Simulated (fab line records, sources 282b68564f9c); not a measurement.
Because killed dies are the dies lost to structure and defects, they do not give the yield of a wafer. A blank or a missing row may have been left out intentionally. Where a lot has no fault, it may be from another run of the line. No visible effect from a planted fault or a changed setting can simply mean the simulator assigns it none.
The tool behind it: which one? -- flow rit-cmos -- 14 lots with 42 wafers sampled at 2 steps, on a route of 202 steps

## WHAT THE GAUGES SHOWED, per wafer
RIT_SDANNEAL_RS_MEAS_07: a four-point-probe measurement. Usual: for NLDD_RS the level is 152.0 ohm/sq and the standard deviation is 0.43.
lot,measured,on,NLDD_RS (ohm/sq),flag
L583,day 3 03:14,film-metro-02,151.4 151.1 151.3,
L584,day 3 08:15,film-metro-02,151.3 151.9 151.7,
L585,day 3 14:52,film-metro-02,151.8 151.7 152.0,
L586,day 3 18:32,film-metro-04,151.6 151.9 151.8,
L587,day 3 23:22,film-metro-04,152.5 152.6 152.1,
L591,day 4 18:39,film-metro-04,152.0 152.2 152.6,
L593,day 5 03:55,film-metro-02,152.7 152.3 152.8,
L596,day 5 19:39,film-metro-03,152.3 152.1 152.9,
L599,day 6 09:29,film-metro-04,152.9 152.3 152.6,
L600,day 6 15:21,film-metro-03,152.2 152.3 151.9,
L601,day 6 19:50,film-metro-04,152.3 152.2 151.5,
L602,day 7 00:10,film-metro-04,151.8 152.1 151.7,
L603,day 7 05:35,film-metro-03,152.0 152.3 151.9,
L606,day 7 23:16,film-metro-02,151.5 151.3 152.6,

## WHAT TOOL EACH LOT RAN ON (gives the tool, then ch and the chambers of the sampled wafers, and finally the start)
lot,RIT_PLDD_DEVELOP_05
L583,"litho-track-04 ch 0, day 2 19:00"
L584,"litho-track-01 ch 0, day 3 01:00"
L585,"litho-track-04 ch 0, day 3 07:00"
L586,"litho-track-04 ch 0, day 3 10:00"
L587,"litho-track-01 ch 0, day 3 16:00"
L591,"litho-track-03 ch 0, day 4 11:00"
L593,"litho-track-04 ch 0, day 4 20:00"
L596,"litho-track-01 ch 0, day 5 12:00"
L599,"litho-track-01 ch 0, day 6 02:00"
L600,"litho-track-01 ch 0, day 6 08:00"
L601,"litho-track-04 ch 0, day 6 12:00"
L602,"litho-track-03 ch 0, day 6 17:00"
L603,"litho-track-04 ch 0, day 6 22:00"
L606,"litho-track-04 ch 0, day 7 14:00"
- RIT_PLDD_DEVELOP_05: develop time 50 s.

## AS READ BY THE TOOLS THEMSELVES (means over the sampled wafers that have a number; for cases with no such wafer, the mark the record gives instead)
RIT_PLDD_DEVELOP_05. Usual: developer-temp-C 23.01 C, standard deviation 0.094; exhaust-pa 45.1 Pa, standard deviation 0.82.
lot,tool,developer-temp-C (C),exhaust-pa (Pa),flag
L583,litho-track-04,22.96,45.7,
L584,litho-track-01,22.86,44.4,
L585,litho-track-04,23.06,44.1,
L586,litho-track-04,23.02,44.3,
L587,litho-track-01,23.07,45.3,
L591,litho-track-03,23.10,45.4,
L593,litho-track-04,23.01,44.8,
L596,litho-track-01,23.03,45.7,
L599,litho-track-01,22.17,45.4,OFF
L600,litho-track-01,22.06,46.1,OFF
L601,litho-track-04,23.01,44.7,
L602,litho-track-03,22.95,44.1,
L603,litho-track-04,22.95,46.0,
L606,litho-track-04,23.14,45.2,

## THE ANSWER, worked out from the rows above alone
Rule: take the mean of a lot's wafers that have a number; if it is more than 3 standard deviations from the usual mean, the lot is off. A lot without any number at a reading at which 4 lots or more have one is off too. All remaining lots with rows at the step are treated as sound. First the gauges in route order, then the tools' own readings, where a lot's mean is used as printed above. The first step at which some lot is off is used, and at that step the reading that is off furthest; a lot without a number counts as furthest.
Off, at RIT_PLDD_DEVELOP_05 on developer-temp-C: L599, L600.
If a tool, at that step or one of the process steps before it, ran each lot that is off and ran no sound lot following the first of them, it fits. One candidate fits, namely litho-track-01 at RIT_PLDD_DEVELOP_05. A fault onset in the window from L596 (day 5 12:00, its last sound lot) to L599 (day 6 02:00, its first lot off) fits.
The tool's own readings at RIT_PLDD_DEVELOP_05 bear it out: on the lots that are off they differ by more than 5 times the standard deviation of the sound lots' means. developer-temp-C reads 22.12 C there against 23.01 C on the sound lots.

## WHAT THE SIMULATOR HAD PUT IN
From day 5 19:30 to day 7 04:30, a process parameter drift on litho-track-01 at RIT_PLDD_DEVELOP_05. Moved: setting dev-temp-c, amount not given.
Struck lots among those shown: L599, L600. The rule given above showed the same thing.
